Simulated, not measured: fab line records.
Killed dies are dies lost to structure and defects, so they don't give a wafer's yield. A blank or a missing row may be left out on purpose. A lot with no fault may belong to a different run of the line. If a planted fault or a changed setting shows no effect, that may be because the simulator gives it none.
fab line records    flow rit-cmos
record lots=15  wafers=45  last-day=7
route steps=202 shown PWELL@41 M1@202
lots with no fault: from the same line, run without faults
start-h: start of the lot's first displayed wafer, in hours after the record's first day    wait-h: hours elapsed since this lot's preceding step    " identical to the entry in the row above    L1.1+2: a single row standing in for several wafers    - no value, or no start was given    * or withheld: withheld    < > ~ a bound
route shown NAME@n: NAME is a module with steps in the file, n the number in the route of the first one    usual: the fault-free wafers' mean and standard deviation    same: alike in all rows    chamber/n: place in a boat    sites: per-site readings    _std_site: the values' standard deviation    _edge_site: the outer-site mean with the inner-site mean subtracted    radius-mm: how far each site lies from the wafer's centre    mask NAME#n: copy n    behind: the last tool/chamber to shape the wafer    hold: why the lot went on hold/how many hours it stayed there/how the hold came to an end    device: names the non-switching transistor (n, p or np)    end of line: the tests these same wafers got at the end of their route    a step with no rows: only its recipe    killed: the dies lost at the first sort to structure and to defects; this is not the yield of the wafer    map: a wafer's dies, x killed, . not, _ none there
set.NAME: the run value of the setting; set.NAME@STEP: its run value at that earlier step    model.NAME: the simulator's own value behind a step, which no gauge read
steps of the route over a sample of lots; a table a step, a row a wafer
## steps
# step RIT_PWELL_SOFTBAKE_02
# recipe resist=NOVOLAK  temp-c=90  time-s=60
# usual heater-power-total-W=34.56/0.044  plate-temp-C=89.95/0.13
# same time-s=60
lot.wafer  tool            chamber  start-h  wait-h  heater-power-total-W  plate-temp-C
L660.2     litho-track-02  0        32.19    0.1     34.57                 89.95
L660.5     "               0        "        "       34.62                 89.92
L660.6     "               0        "        "       34.52                 89.83
L661.1     litho-track-04  0        36.05    0.1     34.53                 89.94
L661.2     "               0        "        "       34.54                 89.87
L661.4     "               0        "        "       34.57                 90.01
L662.3     litho-track-04  0        37.55    0.1     34.55                 90.08
L662.4     "               0        "        "       34.48                 89.95
L662.6     "               0        "        "       34.56                 89.90
L663.1     litho-track-03  0        45.22    0.1     34.58                 89.95
L663.4     "               0        "        "       34.53                 89.84
L663.5     "               0        "        "       34.55                 89.82
L664.2     litho-track-03  0        49.57    0.1     34.63                 89.95
L664.3     "               0        "        "       34.51                 89.99
L664.4     "               0        "        "       34.58                 89.84
L665.2     litho-track-02  0        54.08    0.1     34.65                 89.78
L665.3     "               0        "        "       34.56                 89.85
L665.5     "               0        "        "       34.53                 89.78
L666.1     litho-track-02  0        57.62    0.1     34.59                 89.90
L666.2     "               0        "        "       34.56                 89.95
L666.5     "               0        "        "       34.61                 89.94
L668.2     litho-track-02  0        69.04    0.1     34.53                 89.96
L668.5     "               0        "        "       34.62                 89.99
L668.6     "               0        "        "       34.57                 89.88
L670.2     litho-track-02  0        77.71    0.1     34.61                 90.09
L670.4     "               0        "        "       34.60                 89.90
L670.6     "               0        "        "       34.50                 90.17
L671.1     litho-track-03  0        82.76    0.1     34.59                 89.89
L671.3     "               0        "        "       34.55                 89.84
L671.5     "               0        "        "       34.59                 89.97
L672.1     litho-track-02  0        87.90    0.1     38.51                 97.33
L672.4     "               0        "        "       38.52                 96.99
L672.5     "               0        "        "       38.49                 97.09
L673.3     litho-track-02  0        92.72    0.1     38.48                 97.20
L673.4     "               0        "        "       38.40                 97.16
L673.5     "               0        "        "       38.47                 97.03
L674.2     litho-track-02  0        99.90    0.1     38.49                 96.97
L674.3     "               0        "        "       38.55                 97.22
L674.4     "               0        "        "       38.43                 97.24
L680.2     litho-track-03  0        127.17   0.1     34.54                 90.11
L680.3     "               0        "        "       34.56                 90.01
L680.6     "               0        "        "       34.58                 90.10
L682.1     litho-track-03  0        137.99   0.1     34.58                 90.13
L682.3     "               0        "        "       34.61                 90.36
L682.4     "               0        "        "       34.65                 90.05
# step RIT_M1_PROBE_99
# usual killed_at_M0_to_M3=0.0/0.12  killed-at-contacts=0.1/0.27  killed-at-front-end=7/3.1  killed-dies=7/3.1  killed-open=3.3/2.1  killed-short=3.5/2
# same gross-dies=264  killed_at_M4_up=0  killed-at-back-side=0  killed-at-other=0
lot.wafer  tool       chamber  start-h  wait-h  killed_at_M0_to_M3  killed-at-contacts  killed-at-front-end  killed-dies  killed-open  killed-short
L670.2     prober-01  -        119.23   0.1     0                   0                   6                    6            1            5
L670.4     prober-01  -        119.33   0.2     0                   0                   13                   13           7            6
L670.6     prober-01  -        119.43   0.2     0                   0                   6                    6            4            2
L674.2     prober-01  -        137.34   0.1     0                   0                   6                    6            3            3
L674.3     prober-01  -        137.39   0.2     0                   0                   8                    8            4            4
L674.4     prober-01  -        137.44   0.2     0                   0                   9                    9            6            3
# killed by level:class
L670.2 GATE:geometric-particle:short=2 FOX1:geometric-particle:short=1 FOX1:geometric-particle:open=1 REOX:geometric-particle:short=1 SILICIDE:geometric-particle:short=1
L670.4 GATE:geometric-particle:open=3 SPACER:geometric-particle:open=3 FOX2:geometric-particle:short=2 GATE:geometric-particle:short=2 SILICIDE:geometric-particle:short=2 SILICIDE:geometric-particle:open=1
L670.6 FOX1:geometric-particle:open=3 FOX1:geometric-particle:short=1 GATE:geometric-particle:short=1 SPACER:geometric-particle:open=1
L674.2 FOX2:geometric-particle:short=2 FOX1:geometric-particle:open=1 GATE:geometric-particle:short=1 GATE:geometric-particle:open=1 REOX:geometric-particle:open=1
L674.3 GATE:geometric-particle:short=2 FOX1:geometric-particle:short=1 FOX2:geometric-particle:open=1 GATE:geometric-particle:open=1 REOX:geometric-particle:short=1 REOX:geometric-particle:open=1 SILICIDE:geometric-particle:open=1
L674.4 GATE:geometric-particle:open=3 GATE:geometric-particle:short=2 FOX2:geometric-particle:open=1 REOX:geometric-particle:open=1 SILICIDE:geometric-particle:open=1 SILICIDE:geometric-particle:short=1
## key
first-sign step=RIT_PWELL_SOFTBAKE_02  reading=heater-power-total-W  direction=up  sigmas=89  usual=34.56  struck=38.48
effect step=RIT_PWELL_SOFTBAKE_02  reading=plate-temp-C  direction=up  sigmas=55  usual=*  struck=*
met-at RIT_PWELL_SOFTBAKE_02
struck-lots L672,L673,L674
tester-left-out L672,L673,L674
onset-between 77.71 87.90
fault kind=process-parameter-drift  tool=litho-track-02  chamber=-  onset-h=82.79  steps=RIT_PWELL_SOFTBAKE_02  channel=temp-c  offset=*  shape=step  end-h=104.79  acts-in=*  stated=*
# tester-left-out: of these lots the tester's yield and bins aren't shown, on N5 and GAA mostly nor the transistor test; their killed dies are dies lost to structure and defects alone, not to doping, threshold or leakage, so they don't give the yield
